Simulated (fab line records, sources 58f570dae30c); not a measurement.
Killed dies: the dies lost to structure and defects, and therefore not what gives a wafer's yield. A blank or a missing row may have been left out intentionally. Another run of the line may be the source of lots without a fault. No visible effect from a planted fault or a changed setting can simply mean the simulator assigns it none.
fab line records -- flow berkeley-cmos170
record lots=14, wafers=42, last-day=12
route steps=331 shown V1@269 M2@286 V2@294
lots that met no fault: from a run of the same line without faults
start-h: hours from the record's first day to the start of the lot's first wafer shown -- wait-h: hours from the lot's prior step to this one -- " same as the row above -- L1.1+2: a row that stands for several wafers -- - value missing, or start not given -- * or withheld: withheld -- < > ~ a bound
route shown NAME@n: names a module that has steps shown in the file, with the first one's number in the route -- usual: mean and standard deviation over wafers with no fault -- same: alike in all rows -- chamber/n: place in a boat -- sites: the reading at each site -- _std_site: the values' standard deviation -- _edge_site: mean of outer sites minus mean of inner sites -- radius-mm: for every site, how far away it sits from the centre of the wafer -- mask NAME#n: copy n -- behind: tool/chamber where the wafer was last shaped -- hold: the reason the lot was held/the length of the hold in hours/how it ended -- device: whichever transistor did not switch (one of n, p or np) -- end of line: the tests these same wafers got at the end of their route -- where a step has no rows: the recipe by itself -- killed: not the wafer's yield, but the dies lost to structure and defects at the first sort -- map: shows each die of a wafer: x if killed, . if not, _ if none is there
set.NAME: the run value of the setting; set.NAME@STEP: its run value at that earlier step -- model.NAME: the simulator's own value behind a step, which no gauge read
a sample of lots followed through the steps of the route, with each step as a table and each wafer as a row
services: from which hour (start-h, from the record's first day; less than 0 if before it) a tool's chamber was out of use, for how many hours, and why
## steps
# step UCB170_V1_STRIP_15
# recipe chemistry=O2, power-w=400, pressure-mtorr=3500, platen-temp-c=withheld, o2-flow-sccm=400, overash-fraction=0.5
# usual drypump-motor-current-A=5.8/0.3, oes-product-au=0.722/0.0042, strip-time-to-endpoint-s=15.34/0.17
lot.wafer,tool,chamber,start-h,wait-h,drypump-motor-current-A,oes-product-au,rf-hours-counter-h,strip-time-to-endpoint-s
L172.2,plasma-asher-03,0,151.84,0.1,5.7,0.719,46,15.24
L172.3,plasma-asher-03,0,151.84,0.1,5.6,0.718,-,15.36
L172.5,plasma-asher-03,1,151.84,0.1,5.9,0.715,-,15.22
L171.1,plasma-asher-01,1,155.35,0.1,5.9,0.725,36,15.33
L171.3,plasma-asher-01,0,155.35,0.1,6.6,0.720,-,15.40
L171.6,plasma-asher-01,1,155.35,0.1,5.9,0.721,-,15.27
L173.1,plasma-asher-03,1,165.70,0.1,5.8,0.719,47,15.14
L173.5,plasma-asher-03,1,165.70,0.1,5.8,0.717,-,15.20
L173.6,plasma-asher-03,0,165.70,0.1,5.7,0.726,-,15.32
L176.3,plasma-asher-02,1,173.02,0.1,5.7,0.721,-,15.30
L176.4,plasma-asher-02,0,173.02,0.1,5.6,0.723,-,15.19
L176.6,plasma-asher-02,1,173.02,0.1,5.7,0.715,-,15.11
L174.2,plasma-asher-03,0,175.31,0.1,5.7,0.723,48,15.59
L174.3,plasma-asher-03,0,175.31,0.1,5.7,0.721,-,15.66
L174.6,plasma-asher-03,1,175.31,0.1,5.9,0.726,-,15.32
L180.3,plasma-asher-02,0,208.49,0.1,5.6,0.724,-,15.44
L180.4,plasma-asher-02,1,208.49,0.1,5.7,0.722,-,15.19
L180.6,plasma-asher-02,1,208.49,0.1,5.7,0.726,-,15.43
L179.2,plasma-asher-01,1,209.19,0.1,5.9,0.721,41,15.42
L179.3,plasma-asher-01,0,209.19,0.1,6.6,0.725,-,15.20
L179.6,plasma-asher-01,1,209.19,0.1,5.9,0.724,-,15.19
L181.2,plasma-asher-03,0,215.72,0.2,5.7,0.727,51,15.45
L181.3,plasma-asher-03,0,215.72,0.2,5.6,0.728,-,15.65
L181.4,plasma-asher-03,1,215.72,0.2,5.9,0.721,-,15.37
L187.2,plasma-asher-03,0,233.17,0.1,5.7,0.720,53,15.17
L187.5,plasma-asher-03,1,233.17,0.1,5.9,0.719,-,15.18
L187.6,plasma-asher-03,0,233.17,0.1,5.6,0.722,-,15.40
L185.1,plasma-asher-02,1,233.45,0.1,5.7,0.727,52,15.16
L185.3,plasma-asher-02,0,233.45,0.1,5.6,0.725,-,15.15
L185.6,plasma-asher-02,0,233.45,0.1,5.6,0.726,-,15.12
L186.3,plasma-asher-02,0,235.56,0.1,5.6,0.721,-,15.21
L186.4,plasma-asher-02,1,235.56,0.1,5.7,0.724,-,14.93
L186.5,plasma-asher-02,0,235.56,0.1,5.6,0.722,-,15.23
L183.1,plasma-asher-02,1,238.00,0.1,5.7,0.722,53,15.27
L183.2,plasma-asher-02,0,238.00,0.1,5.6,0.719,53,15.61
L183.3,plasma-asher-02,1,238.00,0.1,5.7,0.728,-,15.32
L192.2,plasma-asher-01,1,274.98,0.1,5.9,0.722,45,15.32
L192.5,plasma-asher-01,0,274.98,0.1,6.6,0.719,-,15.22
L192.6,plasma-asher-01,1,274.98,0.1,5.9,0.727,-,15.20
L194.3,plasma-asher-01,0,281.80,0.1,6.6,0.722,-,15.52
L194.5,plasma-asher-01,1,281.80,0.1,5.9,0.728,-,15.69
L194.6,plasma-asher-01,0,281.80,0.1,6.6,0.730,-,15.55
# step UCB170_M2_CD_MEAS_15
# recipe target-cd-nm=700
# usual cd-nm=699.9/1.8
lot.wafer,tool,chamber,start-h,wait-h,cd-nm
L172.2,cd-sem-01,-,154.31,-,700.9
L172.3,cd-sem-01,-,154.31,-,701.0
L172.5,cd-sem-01,-,154.31,-,701.8
L171.1,cd-sem-02,-,157.68,-,700.3
L171.3,cd-sem-02,-,157.68,-,702.4
L171.6,cd-sem-02,-,157.68,-,701.2
L173.1,cd-sem-02,-,168.29,-,700.5
L173.5,cd-sem-02,-,168.29,-,701.2
L173.6,cd-sem-02,-,168.29,-,699.1
L176.3,cd-sem-01,-,177.83,-,701.6
L176.4,cd-sem-01,-,177.83,-,701.6
L176.6,cd-sem-01,-,177.83,-,701.4
L174.2,cd-sem-02,-,179.26,-,695.3
L174.3,cd-sem-02,-,179.26,-,695.5
L174.6,cd-sem-02,-,179.26,-,695.5
L180.3,cd-sem-01,-,214.29,-,699.3
L180.4,cd-sem-01,-,214.29,-,700.0
L180.6,cd-sem-01,-,214.29,-,699.3
L179.2,cd-sem-01,-,214.69,-,700.2
L179.3,cd-sem-01,-,214.69,-,700.7
L179.6,cd-sem-01,-,214.69,-,699.9
L181.2,cd-sem-02,-,219.41,-,697.7
L181.3,cd-sem-02,-,219.41,-,699.8
L181.4,cd-sem-02,-,219.41,-,699.6
L185.1,cd-sem-01,-,237.28,-,703.4
L185.3,cd-sem-01,-,237.28,-,702.5
L185.6,cd-sem-01,-,237.28,-,703.9
L187.2,cd-sem-02,-,237.57,-,698.0
L187.5,cd-sem-02,-,237.57,-,697.6
L187.6,cd-sem-02,-,237.57,-,696.1
L186.3,cd-sem-02,-,238.20,-,697.9
L186.4,cd-sem-02,-,238.20,-,698.2
L186.5,cd-sem-02,-,238.20,-,697.8
L183.1,cd-sem-02,-,241.08,-,700.1
L183.2,cd-sem-02,-,241.08,-,700.1
L183.3,cd-sem-02,-,241.08,-,701.4
L192.2,cd-sem-01,-,277.37,-,699.1
L192.5,cd-sem-01,-,277.37,-,699.5
L192.6,cd-sem-01,-,277.37,-,698.9
L194.3,cd-sem-01,-,288.14,-,699.4
L194.5,cd-sem-01,-,288.14,-,701.1
L194.6,cd-sem-01,-,288.14,-,701.6
# step UCB170_V2_CMP_02
# recipe material=SiO2, down-force-psi=6, platen-rpm=60, pad-velocity-m-s=0.75398
# usual motor-current-A=16.4/1.6, slurry-flow-ml-min=149.9/0.45
lot.wafer,tool,chamber,start-h,wait-h,motor-current-A,slurry-flow-ml-min
L172.3,cmp-02,2,155.23,0.1,19.8,150.5
L172.2,cmp-02,0,155.23,0.1,15.1,150.4
L172.5,cmp-02,2,155.23,0.1,20.4,150.1
L171.3,cmp-01,1,158.54,0.0,15.5,150.3
L171.1,cmp-01,3,158.54,0.0,14.5,150.3
L171.6,cmp-01,1,158.54,0.0,15.2,149.2
L173.1,cmp-02,2,169.16,0.1,18.6,149.3
L173.5,cmp-02,1,169.16,0.1,17.3,149.8
L173.6,cmp-02,2,169.16,0.1,19.6,149.2
L176.3,cmp-01,2,178.61,0.0,15.6,150.6
L176.4,cmp-01,0,178.61,0.0,17.1,150.0
L176.6,cmp-01,3,178.61,0.0,15.2,150.5
L174.3,cmp-01,2,180.06,0.0,16.5,150.4
L174.2,cmp-01,1,180.06,0.0,14.9,149.2
L174.6,cmp-01,3,180.06,0.0,15.7,150.9
L180.4,cmp-02,2,215.12,0.1,17.9,150.2
L180.3,cmp-02,3,215.12,0.1,17.0,150.1
L180.6,cmp-02,1,215.12,0.1,18.2,150.0
L179.3,cmp-02,2,215.59,0.1,18.7,149.2
L179.2,cmp-02,3,215.59,0.1,16.6,150.6
L179.6,cmp-02,0,215.59,0.1,14.6,149.4
L181.2,cmp-02,3,220.21,0.0,16.5,150.0
L181.3,cmp-02,0,220.21,0.0,14.7,149.7
L181.4,cmp-02,1,220.21,0.0,17.9,150.0
L185.1,cmp-01,2,238.10,0.1,16.0,150.0
L185.3,cmp-01,1,238.10,0.1,14.2,149.7
L185.6,cmp-01,2,238.10,0.1,15.6,150.7
L187.2,cmp-02,2,238.37,0.0,19.3,149.7
L187.5,cmp-02,2,238.37,0.0,19.3,149.3
L187.6,cmp-02,3,238.37,0.0,17.0,150.0
L186.4,cmp-02,1,238.98,0.0,18.6,149.6
L186.3,cmp-02,3,238.98,0.0,17.1,150.0
L186.5,cmp-02,2,238.98,0.0,18.8,149.9
L183.2,cmp-01,3,241.90,0.0,15.0,150.3
L183.3,cmp-01,0,241.90,0.0,16.2,149.9
L183.1,cmp-01,2,241.90,0.0,15.9,149.1
L192.2,cmp-01,2,278.27,0.1,15.4,150.7
L192.6,cmp-01,0,278.27,0.1,15.9,149.6
L192.5,cmp-01,1,278.27,0.1,14.6,150.4
L194.3,cmp-01,0,289.11,0.1,16.2,149.5
L194.5,cmp-01,2,289.11,0.1,15.6,150.4
L194.6,cmp-01,3,289.11,0.1,15.6,149.5
# step UCB170_V2_ETCH_14
# recipe chemistry=CHF3/CF4/Ar, target=SiO2, stop-on=Al, CHF3_flow_sccm=45, cf4-flow-sccm=15, Ar_flow_sccm=150, pressure-mtorr=200, rf-w=700, target-depth-a=12500, over-etch-frac=0.25, time-s=291
# usual drypump-motor-current-A=5.5/0.34, oes-product-au=0.869/0.016, throttle-valve-pct=6.95/0.12
# same over-etch-frac=0.25
lot.wafer,tool,chamber,start-h,wait-h,drypump-motor-current-A,oes-product-au,rf-hours-counter-h,throttle-valve-pct
L172.2,rie-diel-02,2,157.31,0.0,6.2,0.885,147,6.85
L172.3,rie-diel-02,0,157.31,0.0,5.2,0.852,77,6.98
L172.5,rie-diel-02,2,157.31,0.0,6.2,0.886,-,6.86
L171.1,rie-diel-04,3,161.34,0.0,5.4,0.868,13,6.75
L171.3,rie-diel-04,0,161.34,0.0,6.1,0.865,18,6.97
L171.6,rie-diel-04,1,161.34,0.0,4.9,0.887,-,6.95
L173.1,rie-diel-03,3,173.36,0.0,5.1,0.867,140,7.04
L173.5,rie-diel-03,3,173.36,0.0,5.1,0.871,-,7.03
L173.6,rie-diel-03,0,173.36,0.0,5.6,0.859,-,7.08
L176.3,rie-diel-04,2,184.84,0.0,5.8,0.870,45,7.00
L176.4,rie-diel-04,1,184.84,0.0,4.9,0.890,149,6.95
L176.6,rie-diel-04,3,184.84,0.0,5.5,0.865,-,6.75
L174.2,rie-diel-02,2,185.20,0.0,6.2,0.886,148,6.86
L174.3,rie-diel-02,0,185.20,0.0,5.2,0.851,78,6.96
L174.6,rie-diel-02,0,185.20,0.0,5.2,0.853,-,6.97
L180.3,rie-diel-03,1,218.24,0.1,5.4,0.896,-,6.78
L180.4,rie-diel-03,2,218.24,0.1,5.6,0.862,-,7.13
L180.6,rie-diel-03,1,218.24,0.1,5.4,0.897,-,6.76
L179.2,rie-diel-04,2,218.43,0.0,5.8,0.878,46,7.00
L179.3,rie-diel-04,1,218.43,0.0,4.9,0.844,0,6.95
L179.6,rie-diel-04,0,218.43,0.0,6.0,0.858,-,6.95
L181.2,rie-diel-03,1,222.41,0.0,5.4,0.895,14,6.77
L181.3,rie-diel-03,0,222.41,0.0,5.5,0.859,77,7.07
L181.4,rie-diel-03,1,222.41,0.0,5.4,0.895,-,6.78
L185.1,rie-diel-03,0,239.99,0.0,5.6,0.864,78,7.06
L185.3,rie-diel-03,1,239.99,0.0,5.4,0.895,15,6.77
L185.6,rie-diel-03,0,239.99,0.0,5.6,0.854,-,7.06
L187.2,rie-diel-02,0,240.72,0.0,5.2,0.843,80,6.97
L187.5,rie-diel-02,3,240.72,0.0,5.9,0.878,-,6.95
L187.6,rie-diel-02,0,240.72,0.0,5.2,0.853,-,6.99
L186.3,rie-diel-04,3,241.44,0.0,5.5,0.841,17,6.73
L186.4,rie-diel-04,0,241.44,0.0,6.0,0.816,22,6.94
L186.5,rie-diel-04,2,241.44,0.0,5.8,0.847,-,7.00
L183.1,rie-diel-04,0,245.45,0.0,6.0,0.817,22,6.95
L183.2,rie-diel-04,3,245.45,0.0,5.5,0.825,17,6.73
L183.3,rie-diel-04,2,245.45,0.0,5.9,0.844,48,7.01
L192.2,rie-diel-03,1,280.42,0.0,5.4,0.899,17,6.78
L192.5,rie-diel-03,1,280.42,0.0,5.4,0.903,-,6.76
L192.6,rie-diel-03,2,280.42,0.0,5.6,0.860,-,7.16
L194.3,rie-diel-02,1,291.98,0.0,5.4,0.853,109,6.92
L194.5,rie-diel-02,3,291.98,0.0,5.9,0.900,-,6.95
L194.6,rie-diel-02,0,291.98,0.0,5.2,0.842,-,6.96
# step UCB170_V2_STRIP_15
# recipe chemistry=O2, power-w=400, pressure-mtorr=3500, platen-temp-c=withheld, o2-flow-sccm=400, overash-fraction=0.5
# usual drypump-motor-current-A=5.6/0.41, oes-product-au=0.722/0.0043, strip-time-to-endpoint-s=15.30/0.15
lot.wafer,tool,chamber,start-h,wait-h,drypump-motor-current-A,oes-product-au,rf-hours-counter-h,strip-time-to-endpoint-s
L172.2,plasma-asher-03,0,157.49,0.1,5.7,0.718,46,15.12
L172.3,plasma-asher-03,0,157.49,0.1,5.7,0.728,-,15.36
L172.5,plasma-asher-03,0,157.49,0.1,5.6,0.725,-,15.07
L171.1,plasma-asher-03,0,161.52,0.1,5.7,0.722,46,15.38
L171.3,plasma-asher-03,0,161.52,0.1,5.7,0.721,-,15.50
L171.6,plasma-asher-03,0,161.52,0.1,5.7,0.715,-,15.25
L173.1,plasma-asher-03,1,173.54,0.1,5.9,0.730,47,15.43
L173.5,plasma-asher-03,1,173.54,0.1,5.9,0.722,-,15.52
L173.6,plasma-asher-03,0,173.54,0.1,5.7,0.719,-,15.36
L176.3,plasma-asher-03,0,185.06,0.1,5.7,0.724,-,15.12
L176.4,plasma-asher-03,1,185.06,0.1,5.9,0.729,-,15.21
L176.6,plasma-asher-03,1,185.06,0.1,5.9,0.723,-,15.27
L174.2,plasma-asher-03,1,185.38,0.1,5.8,0.719,48,15.19
L174.3,plasma-asher-03,1,185.38,0.1,5.9,0.721,-,15.33
L174.6,plasma-asher-03,0,185.38,0.1,5.6,0.723,-,15.33
L180.3,plasma-asher-04,1,218.46,0.1,5.0,0.724,-,15.24
L180.4,plasma-asher-04,0,218.46,0.1,5.2,0.713,-,15.28
L180.6,plasma-asher-04,1,218.46,0.1,5.0,0.717,-,15.22
L179.2,plasma-asher-03,1,218.61,0.1,5.9,0.724,51,15.16
L179.3,plasma-asher-03,0,218.61,0.1,5.7,0.724,-,15.42
L179.6,plasma-asher-03,1,218.61,0.1,5.9,0.722,-,15.43
L181.2,plasma-asher-03,0,222.59,0.1,5.7,0.728,52,15.22
L181.3,plasma-asher-03,0,222.59,0.1,5.6,0.727,-,15.56
L181.4,plasma-asher-03,1,222.59,0.1,5.8,0.719,-,15.24
L185.1,plasma-asher-03,0,240.17,0.1,5.6,0.725,54,15.63
L185.3,plasma-asher-03,1,240.17,0.1,5.8,0.724,-,15.19
L185.6,plasma-asher-03,0,240.17,0.1,5.6,0.723,-,15.61
L187.2,plasma-asher-04,1,240.90,0.1,5.1,0.724,13,15.49
L187.5,plasma-asher-04,1,240.90,0.1,5.0,0.726,-,15.36
L187.6,plasma-asher-04,0,240.90,0.1,5.2,0.726,-,15.48
L186.3,plasma-asher-04,1,241.66,0.1,5.1,0.719,-,16.85
L186.4,plasma-asher-04,0,241.66,0.1,5.2,0.724,-,17.07
L186.5,plasma-asher-04,1,241.66,0.1,5.1,0.713,-,16.86
L183.1,plasma-asher-03,1,245.63,0.1,5.9,0.736,54,16.92
L183.2,plasma-asher-03,0,245.63,0.1,5.7,0.726,54,16.86
L183.3,plasma-asher-03,1,245.63,0.1,5.8,0.727,-,16.83
L192.2,plasma-asher-04,1,280.59,0.1,5.0,0.723,19,15.23
L192.5,plasma-asher-04,0,280.59,0.1,5.2,0.719,-,15.30
L192.6,plasma-asher-04,1,280.59,0.1,5.0,0.721,-,15.23
L194.3,plasma-asher-04,0,292.19,0.1,5.2,0.727,-,15.40
L194.5,plasma-asher-04,0,292.19,0.1,5.2,0.722,-,15.23
L194.6,plasma-asher-04,1,292.19,0.1,5.1,0.719,-,15.44
## services
tool,chamber,start-h,hours,kind
rie-diel-04,0,134.18,4.5,repair
cmp-02,-,139.38,0.9,repair
rie-diel-03,0,143.74,3.4,repair
rie-diel-03,-,160.25,2.2,repair
cmp-01,-,188.96,3.5,pm
rie-diel-04,1,198.98,-,clean
rie-diel-04,1,198.98,18.0,scheduled-down
rie-diel-04,1,198.98,18.0,vent-cycle
cmp-01,-,208.79,1.4,repair
rie-diel-03,0,210.64,10.1,repair
cmp-02,-,211.45,0.4,repair
rie-diel-03,3,212.10,8.1,repair
plasma-asher-01,-,212.80,1.1,repair
rie-diel-03,3,220.74,-,clean
rie-diel-03,3,220.74,20.8,scheduled-down
rie-diel-03,3,220.74,20.8,vent-cycle
plasma-asher-01,-,228.35,28.1,pm
rie-diel-04,3,229.16,6.1,repair
cmp-01,-,232.00,4.0,pm
plasma-asher-03,-,235.74,4.2,pm
cmp-01,-,236.00,-,consumable-replace:conditioner
cmp-01,-,236.00,-,consumable-replace:pad
plasma-asher-01,-,269.83,1.6,repair
cmp-01,-,286.34,0.9,repair
## key
first-sign step=UCB170_V2_ETCH_14, reading=oes-product-au, direction=down, sigmas=2.3, usual=0.869, struck=0.832, wafers-moved=4
effect step=UCB170_V2_STRIP_15, reading=strip-time-to-endpoint-s, direction=up, sigmas=11, usual=*, struck=*
met-at UCB170_V2_ETCH_14
struck-lots L183,L186
later-rows-left-out L183.1,L183.2,L183.3,L186.3,L186.4,L186.5
sort-left-out L183.1,L183.2,L183.3,L186.3,L186.4,L186.5
not-acting-at UCB170_V1_STRIP_15,UCB170_M2_CD_MEAS_15,UCB170_V2_CMP_02
onset-between 218.43 241.44
fault kind=process-parameter-drift, tool=rie-diel-04, chamber=-, onset-h=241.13, steps=UCB170_V2_ETCH_14, channel=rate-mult, offset=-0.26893, shape=step, end-h=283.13
# sort-left-out: the simulated sort isn't trusted on such a fault, so these wafers' sort isn't shown, and their yield isn't known
# later-rows-left-out: the simulator's readings of these wafers behind a module that went badly wrong aren't trusted and aren't shown, but for the sort
